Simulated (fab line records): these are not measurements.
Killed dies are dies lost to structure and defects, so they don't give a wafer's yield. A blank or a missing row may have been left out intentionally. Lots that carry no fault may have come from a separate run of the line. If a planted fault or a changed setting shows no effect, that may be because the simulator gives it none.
Code-filled problem report in 8D (eight disciplines) form ; flow berkeley cmos170 ; the parts of the form that need people (team, actions taken, sign-off) are left out

1. THE ISSUE
Wafers without a fault read 702 nm, standard deviation 3; cd nm at UCB170_M2_CD_MEAS_90 reads a mean of 685 nm on 2 wafers belonging to 2 lots. Measured from the usual mean, that is -5.7 standard deviations.
The step: target cd 700 nm.
The first sign was on wafer L300.1 at day 10 16:21, on cd sem-02. Wafers with a number at this step in the record: 42, from 14 lots. By rule, "out" or "out of limits" means more than 4 standard deviations away from the usual mean. All remaining wafers that have a number are taken as sound.

2. WHAT THIS IS AND IS NOT
question;is;is not
which readings at this step;cd nm;-
which lots;L300, L301;L283, L284, L285, L286, L287, L288, L289, L290, L293, L302, L305, L306
which wafers of those lots;L300.1, L301.5;L300.2, L300.4, L301.3, L301.6
read on which gauges;cd sem-02;cd sem-01
when;from day 10 16:21;"up to then (29 sound wafers); but 11 sound wafers of L301, L302, L305, L306 came after"

3. SUSPECTS, AND WHAT RULES EACH OUT
Counting: a tool at a process step up to the reading stays a suspect if it ran every lot that is out. Sound lots after the first of them don't rule it out here, since some wafers of a struck lot are sound.
- the gauge at UCB170_M2_CD_MEAS_90 is ruled out. All the wafers that are out were read on cd sem-02, but those of them that UCB170_M2_METAL_ETCH_18 has rows for are out there too, on other tools.
- rie diel-02 at UCB170_CONTACT_ETCH_18 (etches PSG in CHF3/CF4/Ar, stops on TiSi2, target depth 840 nm, time 195 s): kept. It processed each lot that is out (first: L300, day 10 04:07); up to then, its last sound lot is L293 (day 8 22:32). With no start given for some of its lots, UCB170_CONTACT_ETCH_18 uses the hours and lot order of UCB170_M1_RS_MEAS_01.
- rie metal-04 at UCB170_M2_METAL_ETCH_18 (etches Al in Cl2/BCl3, stops on SiO2, target depth 1170 nm, time 195 s): kept. It processed each lot that is out (first: L300, day 10 16:04); up to then, its last sound lot is L293 (day 9 09:11). Its own readings are out on those wafers: rf fwd power W.
- Within rie metal-04 at UCB170_M2_METAL_ETCH_18, the wafers that are out were processed in chamber 0 and their sound lot-mates in chamber 1.
What counting leaves: rie diel-02 at UCB170_CONTACT_ETCH_18 and rie metal-04 at UCB170_M2_METAL_ETCH_18.

4. THE CAUSE (what the simulator had put in)
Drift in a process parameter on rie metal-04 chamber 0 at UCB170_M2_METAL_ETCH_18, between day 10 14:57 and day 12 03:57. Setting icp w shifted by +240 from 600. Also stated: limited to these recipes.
Counting left 2 suspects, and this tool is among them.

5. THE EFFECT CHAIN, in route order
Rows list readings where the struck wafers' mean (over those with a number) sits beyond 3 standard deviations from the usual. Only readings for which the record gives a usual standard deviation are gone through. hours: the time from each lot's start at the first step in this table that gives one to its start at this step, as a median over the lots. sigmas: the change in usual standard deviations.
hours;step;reading;usual;on struck wafers;change;sigmas
0;UCB170_M2_METAL_ETCH_18;rf fwd power W;597.7 W;834.1;+236.4;+99 or more
0;UCB170_M2_STRIP_19;oes product au;0.543 a.u.;0.315;-0.228;-14
0;UCB170_M2_CD_MEAS_90;cd nm;702 nm;685;-17;-5.7
The process steps in it:
- UCB170_M2_METAL_ETCH_18: etches Al in Cl2/BCl3, stops on SiO2, target depth 1170 nm, time 195 s.
- UCB170_M2_STRIP_19: strips in O2.
Later measuring or inspecting steps at which every struck wafer that the step has a row for has a number for every such reading, and none has moved that far: UCB170_M3_CD_MEAS_15.

6. WHAT WOULD HAVE CAUGHT IT SOONER
In this record the first reading out of limits at a measuring or inspecting step was taken at day 10 16:21, 1 hour after the fault began at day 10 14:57.
Tool's own readings at UCB170_M2_METAL_ETCH_18, rf fwd power W: out on all struck wafers the step has rows for; an alarm limit on them would have tripped on the first.
Of the lots that are out (2), L301 began UCB170_M2_METAL_ETCH_18 on rie metal-04 after day 10 16:21. Putting the tool on hold at that point would have spared it.
